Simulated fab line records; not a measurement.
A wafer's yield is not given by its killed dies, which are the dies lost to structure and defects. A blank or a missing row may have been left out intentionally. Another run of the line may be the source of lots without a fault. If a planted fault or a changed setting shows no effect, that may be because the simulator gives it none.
8D (eight disciplines) problem report, filled in by code + flow ritCmos + the parts of the form that need people (team, actions taken, sign-off) are left out

1. WHAT IS WRONG
Mean NWELL_OVL at RIT_NWELL_OVL_MEAS_06: 3570.3 nm over 9 wafers in 3 lots; fault-free wafers: 1.4 nm, standard deviation 1.5. That is +99 or more standard deviations from the usual mean.
The first sign was on wafer L199.2 at day 4 14:02, on overlay-01. Wafers with a number at this step in the record: 45, from 15 lots. Rule for "out", or "out of limits": more than 4 standard deviations from the usual mean. The other wafers with a number count as sound.

2. WHAT IT IS AND WHAT IT IS NOT
| question                    | is                     | is not                                                                                 |
|-----------------------------|------------------------|----------------------------------------------------------------------------------------|
| which readings at this step | NWELL_OVL              | -                                                                                      |
| which lots                  | L199, L200, L201       | L186, L187, L188, L189, L192, L195, L196, L198, L203, L205, L208, L209                 |
| which wafers of those lots  | all that have a number | -                                                                                      |
| read on which gauges        | overlay-01, overlay-02 | -                                                                                      |
| when                        | from day 4 14:02       | up to then (24 sound wafers); but 12 sound wafers of L203, L205, L208, L209 came after |

3. WHAT RULES OUT EACH SUSPECT
Counting: a tool at any process step up to the reading remains a suspect when it ran all the lots that are out and ran no sound lot after the first of those.
- ruled out: the gauge at RIT_NWELL_OVL_MEAS_06. Those wafers that are out were read across 2 gauges (overlay-01, overlay-02).
- ilineStepper-01 at RIT_NWELL_EXPOSE_03 (exposes mask M2, target cd 43900 nm): kept. Every lot that is out went through it, starting with L199 (day 4 13:38), and after that it ran no sound lot; the last sound lot it ran before then is L196 (day 3 21:47).
The count leaves ilineStepper-01 at RIT_NWELL_EXPOSE_03.

4. THE CAUSE (what the simulator had put in)
Scanner matching overlay: ilineStepper-01, from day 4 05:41 on, at RIT_NWELL_EXPOSE_03. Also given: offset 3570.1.
This tool alone remained once counting was done.

5. THE CHAIN OF EFFECTS, in route order
Each row: a reading where the mean over the struck wafers with a number is more than 3 standard deviations away from the usual. Only readings whose record carries a usual standard deviation are examined. hours: median over the lots of the time between each lot's start at the first step of this table that gives one and its start at this step. sigmas: the change, counted in usual standard deviations.
| hours | step                  | reading          | usual  | on struck wafers | change  | sigmas      |
|-------|-----------------------|------------------|--------|------------------|---------|-------------|
| 0     | RIT_NWELL_OVL_MEAS_06 | NWELL_OVL        | 1.4 nm | 3570.3           | +3568.9 | +99 or more |
| 39    | RIT_M1_PROBE_99       | killedAtFrontEnd | 6.3    | 263.9            | +257.6  | +86         |
| 39    | RIT_M1_PROBE_99       | killedDies       | 6.4    | 264.0            | +257.6  | +86         |
| 39    | RIT_M1_PROBE_99       | killedOnRim      | 1.7    | 70.0             | +68.3   | +53         |
It contains these process steps:
- RIT_M1_PROBE_99

6. WHAT WOULD HAVE CAUGHT IT SOONER
The first out-of-limits reading at a measuring or inspecting step in this record came at day 4 14:02, 8 hours after the fault's start at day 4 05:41.
An alarm limit of 4 standard deviations would not have fired on the tool readings at RIT_NWELL_EXPOSE_03 for which the record gives a usual standard deviation, since none of them was out on any struck wafer.
L200, L201, from the lots that are out (3), started RIT_NWELL_EXPOSE_03 on ilineStepper-01 later than day 4 14:02. A hold on the tool at that time would have spared those 2.
